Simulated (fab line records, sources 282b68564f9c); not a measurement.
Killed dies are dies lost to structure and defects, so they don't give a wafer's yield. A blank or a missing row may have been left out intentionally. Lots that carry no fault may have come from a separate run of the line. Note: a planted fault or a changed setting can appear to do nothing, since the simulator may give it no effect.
The tool behind it: which one? ; flow ritCmos ; 7 lots with 21 wafers sampled at 4 steps, on a route of 202 steps

WHAT THE GAUGES READ, wafer by wafer
RIT_M1_RS_MEAS_01: measurement is done with a four-point probe.
lot;measured;on;M1_AL_RS (ohm/sq)
L629;day 3 11:55;filmMetro-02;0.0738 0.0748 0.0745
L632;day 4 02:05;filmMetro-01;0.0748 0.0748 0.0740
L634;day 4 13:52;filmMetro-02;0.0743 0.0741 0.0740
L638;day 5 09:31;filmMetro-01;0.0741 0.0744 0.0739
L643;day 6 10:17;filmMetro-04;0.0724 0.0736 0.0728
L646;day 7 07:02;filmMetro-02;0.0738 0.0735 0.0737
L649;day 8 17:29;filmMetro-04;0.0721 0.0723 0.0725

TOOL THAT RAN EACH LOT (tool first, then ch and the chambers of the sampled wafers, then the start)
lot;RIT_ACTIVE_ETCH_13;RIT_PWELL_STRIP_09;RIT_NRETRO_STRIP_09
L629;rieDiel-02 ch 0,1,3, day 1 20:25;plasmaAsher-02 ch 0,1, day 2 05:44;plasmaAsher-02 ch 0,1, day 2 12:46
L632;rieDiel-01 ch 0,3, day 2 12:29;plasmaAsher-01 ch 0,1, day 2 20:21;plasmaAsher-04 ch 0,1, day 3 03:14
L634;rieDiel-04 ch 1,3, day 2 21:01;plasmaAsher-01 ch 0,1, day 3 06:41;plasmaAsher-02 ch 0,1, day 3 13:33
L638;rieDiel-02 ch 1,2,3, day 3 16:43;plasmaAsher-01 ch 1, day 4 00:08;plasmaAsher-04 ch 0, day 4 08:08
L643;rieDiel-02 ch 0,2, day 4 17:45;plasmaAsher-02 ch 0,1, day 5 03:32;plasmaAsher-03 ch 0,1, day 5 10:27
L646;rieDiel-04 ch 0,1,2, day 5 09:36;plasmaAsher-01 ch 0,1, day 5 17:48;plasmaAsher-04 ch 0,1, day 6 01:40
L649;rieDiel-01 ch 1,2,3, day 6 01:01;plasmaAsher-03 ch 1, day 6 14:44;plasmaAsher-03 ch 0,1, day 7 01:53
- RIT_ACTIVE_ETCH_13: etches Si3N4 in SF6, stops on SiO2, time 210 s, target depth 210 nm.
- RIT_PWELL_STRIP_09: strips in O2, time 180 s.
- RIT_NRETRO_STRIP_09: strips in O2, time 180 s.

THE ANSWER, worked out from the rows above alone
Rule: the usual values come from the lots themselves. The widest of any qualifying gaps counts: lots, ordered by their means at a reading, are off when they make up no more than a third of the lots, leave a main group of 4 or more, and stand apart from it by 3 or more times the standard deviation of that group's means. A main group is skipped when, at the precision printed for the reading in the tables above, its means are all equal. A lot without any number at a reading at which 4 lots or more have one is off too. The other lots that the step has rows for count as sound.
No lot is off at any reading shown: from this, nothing can be told.

WHAT THE SIMULATOR PUT IN
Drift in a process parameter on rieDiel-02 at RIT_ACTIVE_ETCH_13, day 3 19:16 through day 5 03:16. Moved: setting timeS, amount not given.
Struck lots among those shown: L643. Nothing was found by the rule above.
